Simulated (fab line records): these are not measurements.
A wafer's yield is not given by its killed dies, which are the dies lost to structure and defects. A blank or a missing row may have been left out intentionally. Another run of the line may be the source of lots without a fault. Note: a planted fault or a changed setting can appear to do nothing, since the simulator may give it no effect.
fab line records	flow rit-cmos
[record] lots = 15	wafers = 45	last-day = 7
route steps=202 shown PSD@150 SILICIDE@163 CONTACT@177 M1@185
lots with no fault: from the same line, run without faults
start-h: hours from the record's opening day to when the first of the lot's shown wafers began	wait-h: how many hours have passed since the lot's step before this one	" the same as in the row above	L1.1+2: a single row standing in for several wafers	- no value, or no start given	* or withheld: withheld	< > ~ a bound
route shown NAME@n: NAME is a module with steps in the file, n the number in the route of the first one	usual: mean and standard deviation over wafers with no fault	same: alike in all rows	chamber/n: place in a boat	sites: each site's reading	_std_site: the standard deviation of these	_edge_site: the outer-site mean with the inner-site mean subtracted	radius-mm: for every site, how far away it sits from the centre of the wafer	mask NAME#n: copy n	behind: tool/chamber where the wafer was last shaped	hold: why the lot was held/for how many hours/how that ended	device: the transistor (n, p or np) that didn't switch	end of line: tests of these same wafers at the route's end	for a step that has no rows: nothing shown but its recipe	killed: at the first sort, the dies lost to defects and structure; wafer yield is something else	map: per-die view of a wafer (x killed, . not killed, _ where there is no die)
set.NAME: the setting the step ran with; set.NAME@STEP: the setting that earlier step ran with	model.NAME: the simulator's own value behind a step, which no gauge read
the route's steps for a sample of lots (tables are steps, rows are wafers)
services: from which hour (start-h, from the record's first day; less than 0 if before it) a tool's chamber was out of use, for how many hours, and why
[[steps]]
[step RIT_PSD_IMPLANT_08]
[recipe] species = BF2	energy-kev = 27	dose-cm2 = 5e+15	tilt-deg = 7
[usual] beam-energy-keV = 27.001/0.0075	tilt-deg = 7.003/0.019
lot.wafer	tool	chamber	start-h	wait-h	beam-energy-keV	tilt-deg
L127.2	implanter-03	0	49.74	0.1	26.997	7.032
L127.3	"	0	"	"	26.995	7.027
L127.4	"	0	"	"	27.004	7.019
L128.1	implanter-01	0	54.21	0.1	27.006	7.002
L128.3	"	0	"	"	27.000	7.013
L128.6	"	0	"	"	27.002	7.034
L134.1	implanter-04	0	85.15	0.1	26.991	7.029
L134.3	"	0	"	"	26.992	7.032
L134.6	"	0	"	"	26.986	7.029
L135.1	implanter-01	0	91.20	0.1	27.005	7.023
L135.2	"	0	"	"	26.998	6.991
L135.4	"	0	"	"	27.004	7.007
L137.1	implanter-03	0	98.75	0.1	27.013	6.985
L137.3	"	0	"	"	26.991	7.013
L137.4	"	0	"	"	27.001	6.974
L138.4	implanter-01	0	105.66	0.1	27.002	6.988
L138.5	"	0	"	"	27.004	6.986
L138.6	"	0	"	"	27.000	6.964
L139.2	implanter-03	0	109.25	0.1	27.002	7.016
L139.3	"	0	"	"	27.003	6.991
L139.5	"	0	"	"	27.004	6.990
L141.3	implanter-04	0	118.98	0.1	26.992	6.985
L141.4	"	0	"	"	26.981	6.982
L141.5	"	0	"	"	26.999	7.042
L142.1	implanter-03	0	123.06	0.1	26.997	7.008
L142.2	"	0	"	"	26.989	6.994
L142.4	"	0	"	"	26.996	7.019
L143.2	implanter-01	0	128.18	0.1	30.521	7.013
L143.3	"	0	"	"	30.521	7.002
L143.6	"	0	"	"	30.501	6.985
L144.3	implanter-01	0	134.70	0.1	30.514	6.991
L144.4	"	0	"	"	30.527	6.995
L144.5	"	0	"	"	30.518	6.984
L145.2	implanter-01	0	139.48	0.1	30.515	7.015
L145.4	"	0	"	"	30.509	7.025
L145.5	"	0	"	"	30.521	7.022
L146.3	implanter-01	0	145.17	0.1	30.500	6.992
L146.4	"	0	"	"	30.516	7.004
L146.5	"	0	"	"	30.515	7.005
L147.1	implanter-04	0	151.61	0.1	27.013	7.026
L147.2	"	0	"	"	27.003	7.038
L147.6	"	0	"	"	27.017	7.024
L150.1	implanter-03	0	166.41	0.1	27.008	6.989
L150.2	"	0	"	"	27.005	6.965
L150.3	"	0	"	"	27.001	7.019
[step RIT_PSD_TW_MEAS_10]
[usual] PSD_TW = 3427/20
lot.wafer	tool	chamber	start-h	wait-h	hold	PSD_TW
L127.2	film-metro-03	-	50.05	0.1	-	3410
L127.3	"	-	"	"	-	3413
L127.4	"	-	"	"	-	3404
L128.1	film-metro-04	-	54.53	0.1	-	3421
L128.3	"	-	"	"	-	3405
L128.6	"	-	"	"	-	3425
L134.1	film-metro-04	-	85.48	0.1	-	3404
L134.3	"	-	"	"	-	3422
L134.6	"	-	"	"	-	3412
L135.1	film-metro-04	-	91.53	0.1	-	3433
L135.2	"	-	"	"	-	3445
L135.4	"	-	"	"	-	3432
L137.1	film-metro-01	-	99.07	0.1	-	3454
L137.3	"	-	"	"	-	3461
L137.4	"	-	"	"	-	3454
L138.4	film-metro-01	-	105.94	0.1	-	3430
L138.5	"	-	"	"	-	3440
L138.6	"	-	"	"	-	3448
L139.2	film-metro-04	-	109.56	0.1	-	3424
L139.3	"	-	"	"	-	3436
L139.5	"	-	"	"	-	3443
L141.3	film-metro-03	-	119.28	0.1	-	3411
L141.4	"	-	"	"	-	3423
L141.5	"	-	"	"	-	3430
L142.1	film-metro-01	-	123.39	0.1	-	3444
L142.2	"	-	"	"	-	3455
L142.4	"	-	"	"	-	3432
L143.2	film-metro-01	-	128.49	0.1	await-dispo/0.2h/release	3544
L143.3	"	-	"	"	await-dispo/0.2h/release	3523
L143.6	"	-	"	"	await-dispo/0.2h/release	3540
L143.2	film-metro-01	-	128.72	0.2	-	3548
L143.3	"	-	"	"	-	3545
L143.6	"	-	"	"	-	3541
L144.3	film-metro-01	-	135.00	0.1	await-dispo/0.2h/release	3555
L144.4	"	-	"	"	await-dispo/0.2h/release	3553
L144.5	"	-	"	"	await-dispo/0.2h/release	3549
L144.3	film-metro-01	-	135.23	0.2	-	3538
L144.4	"	-	"	"	-	3547
L144.5	"	-	"	"	-	3537
L145.2	film-metro-03	-	139.79	0.1	await-dispo/0.2h/release	3518
L145.4	"	-	"	"	await-dispo/0.2h/release	3516
L145.5	"	-	"	"	await-dispo/0.2h/release	3521
L145.2	film-metro-03	-	140.01	0.2	-	3536
L145.4	"	-	"	"	-	3518
L145.5	"	-	"	"	-	3494
L146.3	film-metro-04	-	145.47	0.1	await-dispo/0.2h/release	3527
L146.4	"	-	"	"	await-dispo/0.2h/release	3500
L146.5	"	-	"	"	await-dispo/0.2h/release	3518
L146.3	film-metro-04	-	145.70	0.2	-	3522
L146.4	"	-	"	"	-	3531
L146.5	"	-	"	"	-	3501
L147.1	film-metro-04	-	151.94	0.1	-	3402
L147.2	"	-	"	"	-	3404
L147.6	"	-	"	"	-	3412
L150.1	film-metro-01	-	166.74	0.1	-	3432
L150.2	"	-	"	"	-	3456
L150.3	"	-	"	"	-	3448
[step RIT_SDANNEAL_RS_MEAS_04]
[recipe] thk-meas-gauge = four-point-probe
[usual] PSD_RS = 115.9/0.36
lot.wafer	tool	chamber	start-h	wait-h	hold	PSD_RS[ohm/sq]
L127.2	film-metro-01	-	50.58	0.1	-	115.0
L127.3	"	-	"	"	-	115.4
L127.4	"	-	"	"	-	115.2
L128.1	film-metro-04	-	55.05	0.0	-	116.0
L128.3	"	-	"	"	-	116.0
L128.6	"	-	"	"	-	115.9
L134.1	film-metro-03	-	85.96	0.0	-	115.4
L134.3	"	-	"	"	-	115.6
L134.6	"	-	"	"	-	115.5
L135.1	film-metro-03	-	92.01	0.0	-	115.9
L135.2	"	-	"	"	-	115.7
L135.4	"	-	"	"	-	115.9
L137.1	film-metro-04	-	99.56	0.0	-	115.9
L137.3	"	-	"	"	-	116.1
L137.4	"	-	"	"	-	115.9
L138.4	film-metro-04	-	106.45	0.1	-	116.0
L138.5	"	-	"	"	-	116.3
L138.6	"	-	"	"	-	115.9
L139.2	film-metro-04	-	110.05	0.1	-	116.0
L139.3	"	-	"	"	-	116.1
L139.5	"	-	"	"	-	116.0
L141.3	film-metro-03	-	119.78	0.1	-	116.1
L141.4	"	-	"	"	-	115.8
L141.5	"	-	"	"	-	115.7
L142.1	film-metro-01	-	123.92	0.0	-	115.3
L142.2	"	-	"	"	-	115.4
L142.4	"	-	"	"	-	115.2
L143.2	film-metro-01	-	131.04	0.2	await-dispo/0.2h/release	108.5
L143.3	"	-	"	"	await-dispo/0.2h/release	108.1
L143.6	"	-	"	"	await-dispo/0.2h/release	108.6
L143.2	film-metro-01	-	131.33	0.3	-	108.6
L143.3	"	-	"	"	-	108.5
L143.6	"	-	"	"	-	108.7
L144.3	film-metro-03	-	140.86	0.1	await-dispo/0.2h/release	108.4
L144.4	"	-	"	"	await-dispo/0.2h/release	108.1
L144.5	"	-	"	"	await-dispo/0.2h/release	108.4
L144.3	film-metro-03	-	141.15	0.3	-	108.4
L144.4	"	-	"	"	-	108.1
L144.5	"	-	"	"	-	108.4
L145.2	film-metro-03	-	142.05	0.1	await-dispo/0.2h/release	108.4
L145.4	"	-	"	"	await-dispo/0.2h/release	109.1
L145.5	"	-	"	"	await-dispo/0.2h/release	108.9
L145.2	film-metro-03	-	142.34	0.3	-	108.7
L145.4	"	-	"	"	-	108.9
L145.5	"	-	"	"	-	108.7
L146.3	film-metro-01	-	147.79	0.1	await-dispo/0.2h/release	108.2
L146.4	"	-	"	"	await-dispo/0.2h/release	108.2
L146.5	"	-	"	"	await-dispo/0.2h/release	107.8
L146.3	film-metro-01	-	148.07	0.3	-	108.0
L146.4	"	-	"	"	-	108.0
L146.5	"	-	"	"	-	108.0
L147.1	film-metro-04	-	152.42	0.0	-	116.1
L147.2	"	-	"	"	-	116.3
L147.6	"	-	"	"	-	116.4
L150.1	film-metro-04	-	167.24	0.0	-	116.4
L150.2	"	-	"	"	-	116.1
L150.3	"	-	"	"	-	116.2
[step RIT_SILICIDE_RS_MEAS_02]
[recipe] thk-meas-gauge = four-point-probe	reads = Ti_of_SILICIDE_SPUTTER_01
[usual] SILICIDE_TI_RS = 48.1/0.68
lot.wafer	tool	chamber	start-h	wait-h	SILICIDE_TI_RS[ohm/sq]
L127.2	film-metro-02	-	51.22	0.1	48.1
L127.3	"	-	"	"	48.5
L127.4	"	-	"	"	47.1
L128.1	film-metro-02	-	55.69	0.1	48.6
L128.3	"	-	"	"	48.6
L128.6	"	-	"	"	49.3
L134.1	film-metro-02	-	86.61	0.1	48.8
L134.3	"	-	"	"	48.2
L134.6	"	-	"	"	48.4
L135.1	film-metro-02	-	92.65	0.1	48.6
L135.2	"	-	"	"	48.8
L135.4	"	-	"	"	49.2
L137.1	film-metro-02	-	100.20	0.1	48.9
L137.3	"	-	"	"	48.5
L137.4	"	-	"	"	48.4
L138.4	film-metro-02	-	107.10	0.1	48.2
L138.5	"	-	"	"	48.5
L138.6	"	-	"	"	48.3
L139.2	film-metro-03	-	110.70	0.1	49.0
L139.3	"	-	"	"	48.8
L139.5	"	-	"	"	48.0
L141.3	film-metro-04	-	120.42	0.1	46.9
L141.4	"	-	"	"	47.6
L141.5	"	-	"	"	47.0
L142.1	film-metro-04	-	124.56	0.1	48.1
L142.2	"	-	"	"	47.6
L142.4	"	-	"	"	48.5
L143.2	film-metro-02	-	137.45	0.1	47.4
L143.3	"	-	"	"	47.4
L143.6	"	-	"	"	47.3
L144.3	film-metro-02	-	142.70	0.1	47.2
L144.4	"	-	"	"	47.8
L144.5	"	-	"	"	47.6
L145.2	film-metro-02	-	145.69	0.2	48.1
L145.4	"	-	"	"	48.4
L145.5	"	-	"	"	48.1
L147.1	film-metro-02	-	153.09	0.1	46.9
L147.2	"	-	"	"	46.8
L147.6	"	-	"	"	46.9
L146.3	film-metro-04	-	154.56	0.1	48.5
L146.4	"	-	"	"	48.7
L146.5	"	-	"	"	48.5
L150.1	film-metro-03	-	167.88	0.1	47.7
L150.2	"	-	"	"	47.9
L150.3	"	-	"	"	46.9
[step RIT_CONTACT_OVL_MEAS_09]
[usual] CONTACT_OVL = 0.2/1.4
lot.wafer	tool	chamber	start-h	wait-h	CONTACT_OVL[nm]
L127.2	overlay-01	-	52.89	0.1	1.3
L127.3	"	-	"	"	1.0
L127.4	"	-	"	"	0.4
L128.1	overlay-02	-	57.24	0.1	-0.2
L128.3	"	-	"	"	-0.6
L128.6	"	-	"	"	0.1
L134.1	overlay-01	-	88.28	0.1	-0.6
L134.3	"	-	"	"	-0.1
L134.6	"	-	"	"	0.3
L135.1	overlay-01	-	94.33	0.1	1.7
L135.2	"	-	"	"	0.1
L135.4	"	-	"	"	0.9
L137.1	overlay-01	-	101.75	0.1	-0.1
L137.3	"	-	"	"	1.4
L137.4	"	-	"	"	0.5
L138.4	overlay-02	-	108.61	0.1	1.2
L138.5	"	-	"	"	0.0
L138.6	"	-	"	"	-1.5
L139.2	overlay-01	-	112.33	0.1	0.0
L139.3	"	-	"	"	2.9
L139.5	"	-	"	"	0.6
L141.3	overlay-02	-	122.07	0.1	-1.4
L141.4	"	-	"	"	-1.4
L141.5	"	-	"	"	-0.3
L142.1	overlay-02	-	126.24	0.1	1.8
L142.2	"	-	"	"	0.8
L142.4	"	-	"	"	0.3
L143.2	overlay-01	-	138.99	0.1	-0.8
L143.3	"	-	"	"	-0.8
L143.6	"	-	"	"	-0.5
L144.3	overlay-01	-	144.30	0.1	-2.1
L144.4	"	-	"	"	-0.1
L144.5	"	-	"	"	-2.0
L145.2	overlay-02	-	147.50	0.1	2.6
L145.4	"	-	"	"	0.5
L145.5	"	-	"	"	0.0
L147.1	overlay-01	-	154.76	0.1	1.4
L147.2	"	-	"	"	-0.6
L147.6	"	-	"	"	-0.4
L146.3	overlay-02	-	156.09	0.1	-1.6
L146.4	"	-	"	"	-0.1
L146.5	"	-	"	"	-2.0
L150.1	overlay-01	-	169.56	0.1	-0.3
L150.2	"	-	"	"	1.1
L150.3	"	-	"	"	1.6
[step RIT_M1_RS_MEAS_01]
[recipe] thk-meas-gauge = four-point-probe	reads = Al_of_M1_SPUTTER_00
[usual] M1_AL_RS = 0.0734/0.00078
lot.wafer	tool	chamber	start-h	wait-h	M1_AL_RS[ohm/sq]
L127.2	film-metro-01	-	54.40	0.2	0.0737
L127.3	"	-	"	"	0.0730
L127.4	"	-	"	"	0.0736
L128.1	film-metro-03	-	58.66	0.1	0.0727
L128.3	"	-	"	"	0.0723
L128.6	"	-	"	"	0.0732
L134.1	film-metro-01	-	89.62	0.1	0.0730
L134.3	"	-	"	"	0.0730
L134.6	"	-	"	"	0.0722
L135.1	film-metro-03	-	95.65	0.1	0.0738
L135.2	"	-	"	"	0.0743
L135.4	"	-	"	"	0.0752
L137.1	film-metro-04	-	103.09	0.1	0.0741
L137.3	"	-	"	"	0.0738
L137.4	"	-	"	"	0.0743
L138.4	film-metro-03	-	110.00	0.2	0.0733
L138.5	"	-	"	"	0.0734
L138.6	"	-	"	"	0.0743
L139.2	film-metro-01	-	113.68	0.2	0.0721
L139.3	"	-	"	"	0.0735
L139.5	"	-	"	"	0.0726
L141.3	film-metro-04	-	123.44	0.2	0.0734
L141.4	"	-	"	"	0.0735
L141.5	"	-	"	"	0.0746
L142.1	film-metro-04	-	127.56	0.1	0.0732
L142.2	"	-	"	"	0.0743
L142.4	"	-	"	"	0.0740
L143.2	film-metro-01	-	140.34	0.2	0.0719
L143.3	"	-	"	"	0.0716
L143.6	"	-	"	"	0.0722
L144.3	film-metro-03	-	145.65	0.2	0.0729
L144.4	"	-	"	"	0.0726
L144.5	"	-	"	"	0.0726
L145.2	film-metro-04	-	149.08	0.2	0.0724
L145.4	"	-	"	"	0.0725
L145.5	"	-	"	"	0.0728
L147.1	film-metro-03	-	156.10	0.1	0.0741
L147.2	"	-	"	"	0.0736
L147.6	"	-	"	"	0.0750
L146.3	film-metro-01	-	157.44	0.2	0.0747
L146.4	"	-	"	"	0.0741
L146.5	"	-	"	"	0.0743
L150.1	film-metro-01	-	170.91	0.1	0.0743
L150.2	"	-	"	"	0.0738
L150.3	"	-	"	"	0.0750
[step RIT_M1_PROBE_99]
[usual] killed-at-contacts = 0.0/0.22	killed-at-front-end = 7/3	killed-dies = 7/3.1	killed-open = 3.4/2.1	killed-short = 3.2/1.9
[same] gross-dies = 264	killed_at_M0_to_M3 = 0	killed_at_M4_up = 0	killed-at-back-side = 0	killed-at-other = 0
lot.wafer	tool	chamber	start-h	wait-h	killed-at-contacts	killed-at-front-end	killed-dies	killed-open	killed-short
L127.2	prober-01	-	58.50	0.1	0	5	5	1	4
L127.3	prober-01	-	58.55	0.2	0	13	13	5	8
L127.4	prober-01	-	58.60	0.2	0	9	9	5	4
L128.1	prober-02	-	62.80	0.1	0	7	7	4	3
L128.3	prober-02	-	62.90	0.2	0	11	11	4	7
L128.6	prober-02	-	63.05	0.2	1	7	8	6	2
L134.1	prober-01	-	93.52	0.1	1	9	10	5	5
L134.3	prober-01	-	93.62	0.2	0	5	5	1	4
L134.6	prober-01	-	93.77	0.2	0	5	5	4	1
L135.1	prober-02	-	99.56	0.1	0	4	4	3	1
L135.2	prober-02	-	99.61	0.1	0	7	7	4	3
L135.4	prober-02	-	99.71	0.2	0	6	6	2	4
L137.1	prober-02	-	107.02	0.1	0	3	3	1	2
L137.3	prober-02	-	107.12	0.2	0	6	6	4	2
L137.4	prober-02	-	107.17	0.2	0	5	5	2	3
L138.4	prober-01	-	115.12	0.2	0	10	10	4	6
L138.5	prober-01	-	115.17	0.2	0	9	9	3	6
L138.6	prober-01	-	115.22	0.2	0	11	11	8	3
L139.2	prober-02	-	117.48	0.1	0	10	10	7	3
L139.3	prober-02	-	117.53	0.2	0	12	12	6	6
L139.5	prober-02	-	117.63	0.2	0	9	9	4	5
L141.3	prober-02	-	127.34	0.2	0	1	1	1	0
L141.4	prober-02	-	127.39	0.2	0	6	6	3	3
L141.5	prober-02	-	127.44	0.2	0	5	5	2	3
L142.1	prober-01	-	131.29	0.1	0	4	4	4	0
L142.2	prober-01	-	131.34	0.1	0	6	6	3	3
L142.4	prober-01	-	131.44	0.2	0	11	11	8	3
L143.2	prober-02	-	144.09	0.1	0	5	5	2	3
L143.3	prober-02	-	144.14	0.2	0	10	10	3	7
L143.6	prober-02	-	144.29	0.2	0	4	4	2	2
L144.3	prober-01	-	149.42	0.2	0	4	4	4	0
L144.4	prober-01	-	149.47	0.2	0	3	3	3	0
L144.5	prober-01	-	149.52	0.2	0	10	10	3	7
L145.2	prober-02	-	152.83	0.1	0	5	5	3	2
L145.4	prober-02	-	152.93	0.2	0	6	6	0	6
L145.5	prober-02	-	152.98	0.2	0	11	11	8	3
L147.1	prober-02	-	159.83	0.1	0	9	9	5	4
L147.2	prober-02	-	159.88	0.1	0	12	12	6	6
L147.6	prober-02	-	160.08	0.2	0	12	12	4	8
L146.3	prober-01	-	161.21	0.2	0	3	3	1	2
L146.4	prober-01	-	161.26	0.2	0	5	5	1	4
L146.5	prober-01	-	161.31	0.2	0	5	5	4	1
L150.1	prober-01	-	175.09	0.1	0	6	6	3	3
L150.2	prober-01	-	175.14	0.1	0	4	4	1	3
L150.3	prober-01	-	175.19	0.2	0	3	3	2	1
// killed by level:class
L127.2 GATE:geometric-particle:short=3 GATE:geometric-particle:open=1 REOX:geometric-particle:short=1
L127.3 GATE:geometric-particle:open=4 SILICIDE:geometric-particle:short=3 REOX:geometric-particle:short=2 FOX1:geometric-particle:short=1 GATE:geometric-particle:short=1 SPACER:geometric-particle:short=1 SPACER:geometric-particle:open=1
L127.4 GATE:geometric-particle:open=3 FOX1:geometric-particle:open=2 FOX1:geometric-particle:short=2 GATE:geometric-particle:short=2
L128.1 GATE:geometric-particle:short=3 SILICIDE:geometric-particle:open=2 GATE:geometric-particle:open=1 REOX:geometric-particle:open=1
L128.3 GATE:geometric-particle:open=2 REOX:geometric-particle:short=2 SILICIDE:geometric-particle:short=2 FOX1:geometric-particle:open=1 FOX1:geometric-particle:short=1 GATE:geometric-particle:short=1 SPACER:geometric-particle:short=1 SPACER:geometric-particle:open=1
L128.6 GATE:geometric-particle:open=3 REOX:geometric-particle:open=2 SPACER:geometric-particle:short=1 SILICIDE:geometric-particle:open=1 CONTACT:geometric-particle:short=1
L134.1 FOX1:geometric-particle:short=2 SPACER:geometric-particle:open=2 FOX1:geometric-particle:open=1 FOX2:geometric-particle:short=1 SPACER:geometric-particle:short=1 SILICIDE:geometric-particle:short=1 SILICIDE:geometric-particle:open=1 CONTACT:geometric-particle:open=1
L134.3 FOX1:geometric-particle:short=2 SILICIDE:geometric-particle:short=2 FOX2:geometric-particle:open=1
L134.6 REOX:geometric-particle:open=2 FOX1:geometric-particle:open=1 FOX2:geometric-particle:short=1 FOX2:geometric-particle:open=1
L135.1 GATE:geometric-particle:open=3 GATE:geometric-particle:short=1
L135.2 GATE:geometric-particle:open=4 GATE:geometric-particle:short=2 FOX1:geometric-particle:short=1
L135.4 REOX:geometric-particle:short=2 FOX1:geometric-particle:short=1 FOX1:geometric-particle:open=1 GATE:geometric-particle:open=1 SILICIDE:geometric-particle:short=1
L137.1 GATE:geometric-particle:short=1 GATE:geometric-particle:open=1 REOX:geometric-particle:short=1
L137.3 REOX:geometric-particle:open=2 GATE:geometric-particle:short=1 GATE:geometric-particle:open=1 REOX:geometric-particle:short=1 SILICIDE:geometric-particle:open=1
L137.4 GATE:geometric-particle:open=2 SILICIDE:geometric-particle:short=2 GATE:geometric-particle:short=1
L138.4 FOX1:geometric-particle:short=2 GATE:geometric-particle:open=2 GATE:geometric-particle:short=2 FOX2:geometric-particle:open=1 REOX:geometric-particle:open=1 REOX:geometric-particle:short=1 SILICIDE:geometric-particle:short=1
L138.5 FOX1:geometric-particle:short=3 FOX1:geometric-particle:open=2 GATE:geometric-particle:short=2 GATE:geometric-particle:open=1 SPACER:geometric-particle:short=1
L138.6 GATE:geometric-particle:open=4 FOX1:geometric-particle:open=2 FOX1:geometric-particle:short=1 FOX2:geometric-particle:short=1 FOX2:geometric-particle:open=1 GATE:geometric-particle:short=1 REOX:geometric-particle:open=1
L139.2 FOX1:geometric-particle:open=2 GATE:geometric-particle:open=2 SILICIDE:geometric-particle:open=2 FOX1:geometric-particle:short=1 GATE:geometric-particle:short=1 SPACER:geometric-particle:open=1 SPACER:geometric-particle:short=1
L139.3 GATE:geometric-particle:short=3 GATE:geometric-particle:open=2 REOX:geometric-particle:short=2 FOX1:geometric-particle:open=1 REOX:geometric-particle:open=1 SPACER:geometric-particle:open=1 SILICIDE:geometric-particle:short=1 SILICIDE:geometric-particle:open=1
L139.5 GATE:geometric-particle:short=3 GATE:geometric-particle:open=2 REOX:geometric-particle:open=1 REOX:geometric-particle:short=1 SPACER:geometric-particle:open=1 SILICIDE:geometric-particle:short=1
L141.3 SPACER:geometric-particle:open=1
L141.4 GATE:geometric-particle:short=2 FOX1:geometric-particle:short=1 FOX2:geometric-particle:open=1 GATE:geometric-particle:open=1 REOX:geometric-particle:open=1
L141.5 FOX2:geometric-particle:short=2 FOX1:geometric-particle:open=1 GATE:geometric-particle:short=1 SPACER:geometric-particle:open=1
L142.1 GATE:geometric-particle:open=2 FOX2:geometric-particle:open=1 SPACER:geometric-particle:open=1
L142.2 SPACER:geometric-particle:short=2 FOX1:geometric-particle:open=1 GATE:geometric-particle:short=1 GATE:geometric-particle:open=1 SILICIDE:geometric-particle:open=1
L142.4 SILICIDE:geometric-particle:open=4 GATE:geometric-particle:open=2 FOX1:geometric-particle:open=1 FOX2:geometric-particle:short=1 GATE:geometric-particle:short=1 REOX:geometric-particle:short=1 REOX:geometric-particle:open=1
L143.2 FOX1:geometric-particle:short=1 GATE:geometric-particle:open=1 GATE:geometric-particle:short=1 REOX:geometric-particle:open=1 SPACER:geometric-particle:short=1
L143.3 GATE:geometric-particle:short=4 FOX2:geometric-particle:short=2 REOX:geometric-particle:open=1 SPACER:geometric-particle:short=1 SPACER:geometric-particle:open=1 SILICIDE:geometric-particle:open=1
L143.6 FOX1:geometric-particle:short=1 GATE:geometric-particle:short=1 REOX:geometric-particle:open=1 SPACER:geometric-particle:open=1
L144.3 SPACER:geometric-particle:open=2 FOX2:geometric-particle:open=1 REOX:geometric-particle:open=1
L144.4 FOX1:geometric-particle:open=2 GATE:geometric-particle:open=1
L144.5 REOX:geometric-particle:short=5 FOX1:geometric-particle:open=1 FOX2:geometric-particle:short=1 GATE:geometric-particle:open=1 GATE:geometric-particle:short=1 SILICIDE:geometric-particle:open=1
L145.2 FOX1:geometric-particle:open=1 FOX2:geometric-particle:short=1 GATE:geometric-particle:short=1 REOX:geometric-particle:open=1 SPACER:geometric-particle:open=1
L145.4 GATE:geometric-particle:short=2 SPACER:geometric-particle:short=2 REOX:geometric-particle:short=1 SILICIDE:geometric-particle:short=1
L145.5 FOX1:geometric-particle:open=3 FOX1:geometric-particle:short=3 SPACER:geometric-particle:open=2 FOX2:geometric-particle:open=1 GATE:geometric-particle:open=1 SILICIDE:geometric-particle:open=1
L147.1 REOX:geometric-particle:short=2 FOX1:geometric-particle:short=1 FOX1:geometric-particle:open=1 FOX2:geometric-particle:open=1 GATE:geometric-particle:open=1 REOX:geometric-particle:open=1 SPACER:geometric-particle:open=1 SILICIDE:geometric-particle:short=1
L147.2 FOX2:geometric-particle:open=2 GATE:geometric-particle:open=2 REOX:geometric-particle:short=2 SPACER:geometric-particle:short=2 SILICIDE:geometric-particle:short=2 REOX:geometric-particle:open=1 SPACER:geometric-particle:open=1
L147.6 GATE:geometric-particle:short=3 REOX:geometric-particle:open=2 REOX:geometric-particle:short=2 FOX1:geometric-particle:short=1 FOX2:geometric-particle:short=1 FOX2:geometric-particle:open=1 SPACER:geometric-particle:short=1 SILICIDE:geometric-particle:open=1
L146.3 FOX1:geometric-particle:short=1 FOX1:geometric-particle:open=1 GATE:geometric-particle:short=1
L146.4 SPACER:geometric-particle:short=2 GATE:geometric-particle:short=1 REOX:geometric-particle:short=1 SPACER:geometric-particle:open=1
L146.5 GATE:geometric-particle:open=2 FOX1:geometric-particle:open=1 REOX:geometric-particle:open=1 SILICIDE:geometric-particle:short=1
L150.1 SILICIDE:geometric-particle:open=2 FOX1:geometric-particle:short=1 GATE:geometric-particle:short=1 REOX:geometric-particle:open=1 SILICIDE:geometric-particle:short=1
L150.2 FOX2:geometric-particle:short=1 GATE:geometric-particle:short=1 REOX:geometric-particle:short=1 SILICIDE:geometric-particle:open=1
L150.3 GATE:geometric-particle:open=2 GATE:geometric-particle:short=1
[[services]]
tool	chamber	start-h	hours	kind
implanter-01	-	44.20	4.1	pm
implanter-01	-	49.39	4.1	repair
implanter-03	-	84.88	6.5	repair
[[key]]
[first-sign] step = RIT_PSD_IMPLANT_08	reading = beam-energy-keV	direction = up	sigmas = 99+	usual = 27.001	struck = 30.515
[effect] step = RIT_PSD_TW_MEAS_10	reading = visit	direction = added
[effect] step = RIT_PSD_TW_MEAS_10	reading = PSD_TW	direction = up	sigmas = 5	usual = 3427	struck = 3530
[effect] step = RIT_SDANNEAL_RS_MEAS_04	reading = visit	direction = added
[effect] step = RIT_SDANNEAL_RS_MEAS_04	reading = PSD_RS	direction = down	sigmas = 20	usual = 115.9	struck = 108.4
met-at RIT_PSD_IMPLANT_08
struck-lots L143,L144,L145,L146
tester-left-out L143,L144,L145,L146
not-acting-at RIT_SILICIDE_RS_MEAS_02,RIT_CONTACT_OVL_MEAS_09,RIT_M1_RS_MEAS_01
onset-between 105.66 128.18
[fault] kind = process-parameter-drift	tool = implanter-01	chamber = -	onset-h = 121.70	steps = RIT_PSD_IMPLANT_08	channel = energy-kev	offset = 3.51	shape = step	end-h = 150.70	acts-in = these-recipes-only	stated = 27
// tester-left-out: of these lots the tester's yield and bins aren't shown, on N5 and GAA mostly nor the transistor test; their killed dies are dies lost to structure and defects alone, not to doping, threshold or leakage, so they don't give the yield
